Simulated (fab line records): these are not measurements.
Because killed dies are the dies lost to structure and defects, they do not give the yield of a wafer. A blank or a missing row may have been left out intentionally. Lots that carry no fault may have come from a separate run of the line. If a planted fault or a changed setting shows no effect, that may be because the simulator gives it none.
fab line records	flow ritCmos	part 2 of 2: steps 36 to 49 of 49
record: lots: 5	wafers: 15	lastDay: 8
route steps=202 shown FOX2@25 NWELL@28 PWELL@39 WELLDRIVE@50 NRETRO@53 PRETRO@64
lots untouched by any fault: they come from a run of this same line in which no faults occurred
startH: hours from the record's opening day to when the first of the lot's shown wafers began	waitH: hours since the lot's step before	" same as the row above	L1.1+2: a row that stands for several wafers	- value missing, or start not given	* or withheld: withheld	< > ~ a bound
route shown NAME@n: NAME is a module with steps in the file, n the number in the route of the first one	usual: average and standard deviation across the fault-free wafers	same: alike in all rows	chamber/n: place in a boat	sites: per-site readings	_std_site: standard deviation across them	_edge_site: inner sites' mean taken away from outer sites' mean	radiusMm: how far each site lies from the wafer's centre	mask NAME#n: copy n	behind: the tool/chamber that last shaped the wafer	hold: what put the lot on hold/how long, in hours/how the hold closed	device: whichever transistor did not switch (one of n, p or np)	end of line: the same wafers' tests at the end of the route	a step with no rows: only its recipe	killed: not the wafer's yield, but the dies lost to structure and defects at the first sort	map: shows each die of a wafer: x if killed, . if not, _ if none is there
set.NAME: the setting as run; set.NAME@STEP: as run at that earlier step	model.NAME: the simulator's own value behind a step, which no gauge read
a table for each step, a row for each wafer; lots at some steps of the route
services: the hour from which a tool's chamber was out of use, counted from the record's first day as startH (under 0 if before that day), plus the number of hours and why
== steps ==
step: RIT_NRETRO_HARDBAKE_07
recipe: resist: NOVOLAK	tempC: 140	timeS: 120
lot.wafer	tool	chamber	startH	waitH
L086.3+4+5	lithoTrack-01	0	92.14	0.1
L087.1+3+5	lithoTrack-04	0	97.27	0.0
L090.2+3+4	lithoTrack-03	0	109.90	0.1
L096.2+3+4	lithoTrack-03	0	143.04	0.1
L097.2+3+5	lithoTrack-04	0	149.10	0.1
step: RIT_NRETRO_IMPLANT_08
recipe: species: P	energyKev: 70.64	doseCm2: 1e+13	tiltDeg: 7
lot.wafer	tool	chamber	startH	waitH
L086.3+4+5	implanter-04	0	92.36	0.2
L087.1+3+5	implanter-01	0	97.52	0.2
L090.2+3+4	implanter-04	0	110.13	0.2
L096.2+3+4	implanter-04	0	143.27	0.2
L097.2+3+5	implanter-04	0	149.33	0.2
step: RIT_NRETRO_STRIP_09
recipe: chemistry: O2	timeS: 180	resist: NOVOLAK	platenTempC: withheld	powerW: 500	pressureMtorr: 4000	o2FlowSccm: 4000
usual: drypumpMotorCurrentA: 5.7/0.52
lot.wafer	tool	chamber	startH	waitH	drypumpMotorCurrentA	rfHoursCounterH
L086.3	plasmaAsher-01	0	92.52	0.1	6.6	-
L086.4	"	1	"	"	5.0	-
L086.5	"	0	"	"	6.6	-
L087.1	plasmaAsher-03	0	97.67	0.1	5.3	47
L087.3	"	0	"	"	5.3	-
L087.5	"	0	"	"	5.3	-
L090.2	plasmaAsher-04	1	110.26	0.1	5.7	46
L090.3	"	0	"	"	6.0	-
L090.4	"	1	"	"	5.7	-
L096.2	plasmaAsher-01	1	143.40	0.1	5.0	2
L096.3	"	0	"	"	6.7	-
L096.4	"	1	"	"	5.0	-
L097.2	plasmaAsher-03	0	149.45	0.1	5.3	52
L097.3	"	1	"	"	5.6	-
L097.5	"	0	"	"	5.3	-
step: RIT_NRETRO_TW_MEAS_10
usual: NRETRO_TW: 1056/7.2
lot.wafer	tool	chamber	startH	waitH	NRETRO_TW
L086.3	filmMetro-02	-	92.66	0.1	1070
L086.4	"	-	"	"	1067
L086.5	"	-	"	"	1067
L087.1	filmMetro-04	-	97.84	0.1	1060
L087.3	"	-	"	"	1052
L087.5	"	-	"	"	1050
L090.2	filmMetro-01	-	110.44	0.1	1049
L090.3	"	-	"	"	1058
L090.4	"	-	"	"	1052
L096.2	filmMetro-04	-	143.58	0.1	1048
L096.3	"	-	"	"	1050
L096.4	"	-	"	"	1057
L097.2	filmMetro-01	-	149.64	0.1	1045
L097.3	"	-	"	"	1049
L097.5	"	-	"	"	1047
step: RIT_PRETRO_HMDS_00
recipe: primeTimeS: 60	primeTempC: 140
usual: primeTempC: 140.00/0.12
lot.wafer	tool	chamber	startH	waitH	primeTempC
L086.3	lithoTrack-01	0	92.75	0.1	139.97
L086.4	"	0	"	"	140.00
L086.5	"	0	"	"	140.10
L087.1	lithoTrack-04	0	97.90	0.1	139.83
L087.3	"	0	"	"	139.86
L087.5	"	0	"	"	139.91
L090.2	lithoTrack-01	0	110.52	0.1	139.85
L090.3	"	0	"	"	139.88
L090.4	"	0	"	"	140.01
L096.2	lithoTrack-04	0	143.66	0.1	139.96
L096.3	"	0	"	"	139.80
L096.4	"	0	"	"	139.77
L097.2	lithoTrack-04	0	149.71	0.1	139.84
L097.3	"	0	"	"	140.16
L097.5	"	0	"	"	140.18
step: RIT_PRETRO_COAT_01
recipe: resist: NOVOLAK	spinRpm: 2000	resistThkNm: 1300
lot.wafer	tool	chamber	startH	waitH
L086.3+4+5	lithoTrack-01	0	92.90	0.1
L087.1+3+5	lithoTrack-04	0	98.05	0.1
L090.2+3+4	lithoTrack-01	0	110.67	0.1
L096.2+3+4	lithoTrack-04	0	143.81	0.1
L097.2+3+5	lithoTrack-04	0	149.86	0.1
step: RIT_PRETRO_SOFTBAKE_02
recipe: resist: NOVOLAK	tempC: 90	timeS: 60
lot.wafer	tool	chamber	startH	waitH
L086.3+4+5	lithoTrack-01	0	93.05	0.1
L087.1+3+5	lithoTrack-04	0	98.20	0.1
L090.2+3+4	lithoTrack-01	0	110.82	0.1
L096.2+3+4	lithoTrack-04	0	143.96	0.1
L097.2+3+5	lithoTrack-04	0	150.01	0.1
step: RIT_PRETRO_EXPOSE_03
recipe: maskId: M5	na: 0.57	targetCdNm: 43700	doseMj: 250
usual: focusOffsetNm: -0.1/0.56
lot.wafer	tool	chamber	startH	waitH	mask	focusOffsetNm
L086.3	ilineStepper-01	0	93.31	0.2	M5#0	-0.3
L086.4	"	0	"	"	M5#0	-1.4
L086.5	"	0	"	"	M5#0	-0.5
L087.1	ilineStepper-02	0	98.48	0.2	M5#0	-0.6
L087.3	"	0	"	"	M5#0	-0.6
L087.5	"	0	"	"	M5#0	-0.4
L090.2	ilineStepper-01	0	110.96	0.1	M5#0	0.1
L090.3	"	0	"	"	M5#0	0.6
L090.4	"	0	"	"	M5#0	0.5
L096.2	ilineStepper-01	0	144.10	0.1	M5#0	-0.4
L096.3	"	0	"	"	M5#0	-0.7
L096.4	"	0	"	"	M5#0	0.3
L097.2	ilineStepper-01	0	150.16	0.1	M5#0	1.0
L097.3	"	0	"	"	M5#0	0.2
L097.5	"	0	"	"	M5#0	0.0
step: RIT_PRETRO_PEB_04
recipe: resist: NOVOLAK	tempC: withheld	timeS: withheld
lot.wafer	tool	chamber	startH	waitH
L086.3+4+5	lithoTrack-02	0	93.44	0.1
L087.1+3+5	lithoTrack-04	0	98.64	0.1
L090.2+3+4	lithoTrack-02	0	111.08	0.1
L096.2+3+4	lithoTrack-02	0	144.22	0.1
L097.2+3+5	lithoTrack-01	0	150.28	0.1
step: RIT_PRETRO_DEVELOP_05
recipe: resist: NOVOLAK	developTimeS: 68	devTempC: 23
lot.wafer	tool	chamber	startH	waitH
L086.3+4+5	lithoTrack-02	0	-	-
L087.1+3+5	lithoTrack-04	0	-	-
L090.2+3+4	lithoTrack-02	0	-	-
L096.2+3+4	lithoTrack-02	0	-	-
L097.2+3+5	lithoTrack-01	0	-	-
step: RIT_PRETRO_OVL_MEAS_06
usual: PRETRO_OVL: -0.2/1.4
lot.wafer	tool	chamber	startH	waitH	PRETRO_OVL[nm]
L086.3	overlay-02	-	93.71	-	1.2
L086.4	"	-	"	"	1.3
L086.5	"	-	"	"	1.0
L087.1	overlay-01	-	98.95	-	-1.4
L087.3	"	-	"	"	-2.0
L087.5	"	-	"	"	-2.1
L090.2	overlay-02	-	111.38	-	0.9
L090.3	"	-	"	"	3.6
L090.4	"	-	"	"	2.0
L096.2	overlay-01	-	144.52	-	0.3
L096.3	"	-	"	"	0.4
L096.4	"	-	"	"	-0.3
L097.2	overlay-01	-	150.57	-	-0.6
L097.3	"	-	"	"	0.0
L097.5	"	-	"	"	-1.3
step: RIT_PRETRO_HARDBAKE_07
recipe: resist: NOVOLAK	tempC: 140	timeS: 120
lot.wafer	tool	chamber	startH	waitH
L086.3+4+5	lithoTrack-02	0	93.82	0.1
L087.1+3+5	lithoTrack-04	0	98.99	0.0
L090.2+3+4	lithoTrack-02	0	111.45	0.1
L096.2+3+4	lithoTrack-02	0	144.59	0.1
L097.2+3+5	lithoTrack-01	0	150.65	0.1
step: RIT_PRETRO_IMPLANT_08
recipe: species: B	energyKev: 45	doseCm2: 1.19e+13	tiltDeg: 7
lot.wafer	tool	chamber	startH	waitH
L086.3+4+5	implanter-04	0	94.04	0.2
L087.1+3+5	implanter-01	0	99.24	0.2
L090.2+3+4	implanter-01	0	111.68	0.2
L096.2+3+4	implanter-02	0	144.82	0.2
L097.2+3+5	implanter-01	0	150.88	0.2
step: RIT_PRETRO_STRIP_09
recipe: chemistry: O2	timeS: 180	resist: NOVOLAK	platenTempC: withheld	powerW: 500	pressureMtorr: 4000	o2FlowSccm: 4000
usual: drypumpMotorCurrentA: 5.74/0.29
lot.wafer	tool	chamber	startH	waitH	drypumpMotorCurrentA	rfHoursCounterH
L086.3	plasmaAsher-03	0	94.20	0.1	5.28	-
L086.4	"	1	"	"	5.58	-
L086.5	"	0	"	"	5.25	-
L087.1	plasmaAsher-03	0	99.39	0.1	5.33	47
L087.3	"	1	"	"	5.56	-
L087.5	"	0	"	"	5.29	-
L090.2	plasmaAsher-04	0	111.81	0.1	6.03	47
L090.3	"	1	"	"	5.74	-
L090.4	"	0	"	"	6.04	-
L096.2	plasmaAsher-04	1	144.95	0.1	5.71	50
L096.3	"	1	"	"	5.71	-
L096.4	"	0	"	"	6.01	-
L097.2	plasmaAsher-02	0	151.00	0.1	6.26	37
L097.3	"	0	"	"	6.26	-
L097.5	"	0	"	"	6.23	-
== services ==
tool	chamber	startH	hours	kind
plasmaAsher-01	-	65.01	13.4	repair
implanter-01	-	68.75	28.6	repair
furnace-01	-	74.34	3.8	pm
implanter-04	-	84.12	1.4	repair
ilineStepper-02	0	99.87	-	calibration
wetBench-04	-	104.65	1.1	repair
plasmaAsher-01	-	108.75	9.0	pm
plasmaAsher-01	0	108.75	9.0	ventCycle
plasmaAsher-01	1	108.75	9.0	ventCycle
plasmaAsher-01	0	117.75	-	clean
plasmaAsher-01	1	117.75	-	clean
plasmaAsher-01	-	119.94	4.3	repair
implanter-02	-	134.82	3.3	repair
ilineStepper-01	0	148.56	-	calibration
lithoTrack-01	-	150.54	-	consumableReplace:filter
